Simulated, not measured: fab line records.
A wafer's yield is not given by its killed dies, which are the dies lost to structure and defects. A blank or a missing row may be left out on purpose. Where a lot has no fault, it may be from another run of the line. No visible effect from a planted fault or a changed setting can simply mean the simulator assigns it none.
Struck lot and sound lot, side by side -- flow ritCmos -- 16 out of 202 route steps
Sound: the wafers L812.1, L812.3, L812.6. Wafers L819.1, L819.2, L819.6 were the ones struck. At the end, the cause is stated.
For every step that has rows: the tool of each side, followed by ch and its chambers, followed by its first start. Under that, the readings that differ: sound wafers -- struck wafers -- difference of the means -- sigmas: that difference in standard deviations of wafers without a fault.
alike: readings with means less than 2 such deviations apart, plus words and numbers identical on both sides. not compared: withheld readings, readings lacking a value on some wafer, bounds such as >300 that could conceal the same value, and numbers that have no deviation in the record and whose values overlap.
A row with sigmas, a row that says differs or no value, or rows on one side alone: a step with any of these is where the two part. Non-overlapping numbers with no deviation appear without sigmas and do not part them. A reading that every wafer of one side lacks parts them only if that side has two wafers or more.

RIT_SILICIDE_RTA_06: time 10 s, ramp up 5 s, ramp down 10 s.
  sound on rtpAnneal-02 ch 0, day 5 20:35; struck on rtpAnneal-01 ch 0, day 7 07:31
  alike: wafer_temp_C_max
RIT_CONTACT_CVD_00: deposits SiO2 from TEOS, target thk 400 nm, time 61 s.
  sound on pecvd-04 ch 0,2, day 5 20:39; struck on pecvd-02 ch 0,1,2, day 7 07:35
  alike: heaterPowerW
  not compared: sinceWetCleanH
RIT_CONTACT_THK_MEAS_01:
  struck on filmMetro-03, day 7 07:38; sound on filmMetro-01, day 5 20:42
  alike: CONTACT_TEOS_THK
then, 6 steps without rows for these wafers: RIT_CONTACT_HMDS_02 (prime time 60 s); RIT_CONTACT_COAT_03 (resist thk 1000 nm); RIT_CONTACT_SOFTBAKE_04 (time 60 s); RIT_CONTACT_EXPOSE_05 (exposes mask M11, target cd 1000 nm); RIT_CONTACT_PEB_06; RIT_CONTACT_DEVELOP_07 (develop time 120 s).
RIT_CONTACT_CD_MEAS_08 targets a cd of 1000 nm.
  struck on cdSem-01, day 7 08:47; sound on cdSem-01, day 5 21:43
  alike: cdNm
RIT_CONTACT_OVL_MEAS_09:
  struck on overlay-02, day 7 08:55; sound on overlay-02, day 5 21:50
  alike: CONTACT_OVL
then, 1 step without rows for these wafers: RIT_CONTACT_HARDBAKE_10 (time 60 s).
RIT_CONTACT_ETCH_11: etches SiO2 in CHF3/CF4/Ar, stops on TiSi2, target depth 480 nm, time 320 s.
  sound on rieDiel-02 ch 0,1, day 5 22:02; struck on rieDiel-02 ch 0,1, day 7 09:05
  no value came back on the struck wafers for any of 6 readings (CHF3_flow_sccm (sccm), O2_flow_sccm (sccm) and others); on the sound wafers CHF3_flow_sccm (sccm) reads 49.83 50.10 49.98
reading,sound,struck,difference,sigmas
model.NOVOLAK_of_CONTACT_COAT_03.thkNm (nm),766.7 760.6 762.1,880.5 880.6 877.1,+116.3,
  not compared: rfHoursCounterH
RIT_CONTACT_STRIP_12: strips in O2, time 180 s.
  sound on plasmaAsher-04 ch 0,1, day 5 22:14; struck on plasmaAsher-03 ch 0,1, day 7 09:17
  alike: drypumpMotorCurrentA
  not compared: rfHoursCounterH
RIT_CONTACT_CD_MEAS_90 targets a cd of 1000 nm.
  struck on cdSem-02, day 7 09:28; sound on cdSem-01, day 5 22:24
reading,sound,struck,difference,sigmas
cdNm (nm),998.3 996.6 997.9,- - -,no value on the struck wafers,
then, 1 step without rows for these wafers: RIT_CONTACT_CLEAN_13 (cleans in SC1, time 600 s).

== WHERE THEY PART ==
Earliest at RIT_CONTACT_ETCH_11; latest, in this record, at RIT_CONTACT_CD_MEAS_90.

WHY: whatever the simulator had introduced
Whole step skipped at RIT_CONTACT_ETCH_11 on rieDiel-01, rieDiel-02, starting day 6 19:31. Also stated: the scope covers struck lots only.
